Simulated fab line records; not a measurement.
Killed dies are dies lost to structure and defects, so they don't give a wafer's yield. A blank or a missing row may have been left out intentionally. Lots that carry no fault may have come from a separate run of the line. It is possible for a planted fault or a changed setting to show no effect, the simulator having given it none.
Lot-split experiment :: flow ritCmos :: 23 wafers read from 5 lots, route of 202 steps

## SPLIT DETAILS
At RIT_ACTIVE_OXIDATION_01 (target thk 46.8 nm, ox time 3360 s), the setting tempC was moved away from the recipe's 1000 C on 15 of the 23 wafers read, by -0.8% to +2.5%. All remaining wafers had this setting at the recipe value.

No step appears in the file between the split and the reading.

## THE READING
ACTIVE_OXIDE_THK at RIT_ACTIVE_THK_MEAS_02, in nm. A value of 46.8 nm with a standard deviation of 0.96 nm is what fault-free wafers of this fab line usually give.

wafer: L076.1
tool, chamber at the split: -, -
tempC as run, C: 1000
against the recipe: recipe
ACTIVE_OXIDE_THK, nm: 47.4
against lot-mates on the recipe: -

wafer: L076.2
tool, chamber at the split: -, -
tempC as run, C: 1000
against the recipe: recipe
ACTIVE_OXIDE_THK, nm: 46.5
against lot-mates on the recipe: -

wafer: L076.4
tool, chamber at the split: -, -
tempC as run, C: 1000
against the recipe: recipe
ACTIVE_OXIDE_THK, nm: 47.2
against lot-mates on the recipe: -

wafer: L076.5
tool, chamber at the split: -, -
tempC as run, C: 1000
against the recipe: recipe
ACTIVE_OXIDE_THK, nm: 47.3
against lot-mates on the recipe: -

wafer: L076.6
tool, chamber at the split: -, -
tempC as run, C: 1000
against the recipe: recipe
ACTIVE_OXIDE_THK, nm: 46.8
against lot-mates on the recipe: -

wafer: L078.1
tool, chamber at the split: -, -
tempC as run, C: 1023
against the recipe: +2.3%
ACTIVE_OXIDE_THK, nm: 57.1
against lot-mates on the recipe: no lot-mate on the recipe

wafer: L078.3
tool, chamber at the split: -, -
tempC as run, C: 1023
against the recipe: +2.3%
ACTIVE_OXIDE_THK, nm: 57.2
against lot-mates on the recipe: no lot-mate on the recipe

wafer: L078.4
tool, chamber at the split: -, -
tempC as run, C: 1023
against the recipe: +2.3%
ACTIVE_OXIDE_THK, nm: 56.6
against lot-mates on the recipe: no lot-mate on the recipe

wafer: L078.5
tool, chamber at the split: -, -
tempC as run, C: 1023
against the recipe: +2.3%
ACTIVE_OXIDE_THK, nm: 56.4
against lot-mates on the recipe: no lot-mate on the recipe

wafer: L078.6
tool, chamber at the split: -, -
tempC as run, C: 1023
against the recipe: +2.3%
ACTIVE_OXIDE_THK, nm: 57.2
against lot-mates on the recipe: no lot-mate on the recipe

wafer: L080.1
tool, chamber at the split: -, -
tempC as run, C: 992
against the recipe: -0.8%
ACTIVE_OXIDE_THK, nm: 43.7
against lot-mates on the recipe: no lot-mate on the recipe

wafer: L080.2
tool, chamber at the split: -, -
tempC as run, C: 992
against the recipe: -0.8%
ACTIVE_OXIDE_THK, nm: 44.1
against lot-mates on the recipe: no lot-mate on the recipe

wafer: L080.4
tool, chamber at the split: -, -
tempC as run, C: 992
against the recipe: -0.8%
ACTIVE_OXIDE_THK, nm: 43.1
against lot-mates on the recipe: no lot-mate on the recipe

wafer: L080.5
tool, chamber at the split: -, -
tempC as run, C: 992
against the recipe: -0.8%
ACTIVE_OXIDE_THK, nm: 42.6
against lot-mates on the recipe: no lot-mate on the recipe

wafer: L080.6
tool, chamber at the split: -, -
tempC as run, C: 992
against the recipe: -0.8%
ACTIVE_OXIDE_THK, nm: 42.8
against lot-mates on the recipe: no lot-mate on the recipe

wafer: L081.1
tool, chamber at the split: -, -
tempC as run, C: 1025
against the recipe: +2.5%
ACTIVE_OXIDE_THK, nm: 58.0
against lot-mates on the recipe: no lot-mate on the recipe

wafer: L081.3
tool, chamber at the split: -, -
tempC as run, C: 1025
against the recipe: +2.5%
ACTIVE_OXIDE_THK, nm: 58.3
against lot-mates on the recipe: no lot-mate on the recipe

wafer: L081.4
tool, chamber at the split: -, -
tempC as run, C: 1025
against the recipe: +2.5%
ACTIVE_OXIDE_THK, nm: 58.9
against lot-mates on the recipe: no lot-mate on the recipe

wafer: L081.5
tool, chamber at the split: -, -
tempC as run, C: 1025
against the recipe: +2.5%
ACTIVE_OXIDE_THK, nm: 58.1
against lot-mates on the recipe: no lot-mate on the recipe

wafer: L081.6
tool, chamber at the split: -, -
tempC as run, C: 1025
against the recipe: +2.5%
ACTIVE_OXIDE_THK, nm: 58.5
against lot-mates on the recipe: no lot-mate on the recipe

wafer: L083.1
tool, chamber at the split: furnace-03, 0
tempC as run, C: 1000
against the recipe: recipe
ACTIVE_OXIDE_THK, nm: 46.3
against lot-mates on the recipe: -

wafer: L083.2
tool, chamber at the split: furnace-03, 0
tempC as run, C: 1000
against the recipe: recipe
ACTIVE_OXIDE_THK, nm: 46.4
against lot-mates on the recipe: -

wafer: L083.6
tool, chamber at the split: furnace-03, 0
tempC as run, C: 1000
against the recipe: recipe
ACTIVE_OXIDE_THK, nm: 46.8
against lot-mates on the recipe: -

THE FIT
A straight line over all 23 wafers: ACTIVE_OXIDE_THK changes by +4.5 nm for each +1% of tempC; r = +1.00; the points scatter about the line by 0.47 nm.
Too few moved wafers have a lot-mate on the recipe to fit a line with each lot's own level taken away.

## THE WHOLE CHAIN: every reading that the file lists as answering this split, in the file's order
step: RIT_ACTIVE_OXIDATION_01
what it does: target thk 46.8 nm, ox time 3360 s
reading: SiO2_of_ACTIVE_OXIDATION_01.thkNm (the simulator's own value, which no gauge read)
change (the file's fit): +4.51 nm for each +1% of the setting
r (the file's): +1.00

step: RIT_ACTIVE_THK_MEAS_02
what it does: 
reading: ACTIVE_OXIDE_THK
change (the file's fit): +4.51 for each +1% of the setting
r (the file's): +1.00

## THE FILE'S OWN FIT
ACTIVE_OXIDE_THK changes by +4.51 nm for each +1% of tempC, r = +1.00.
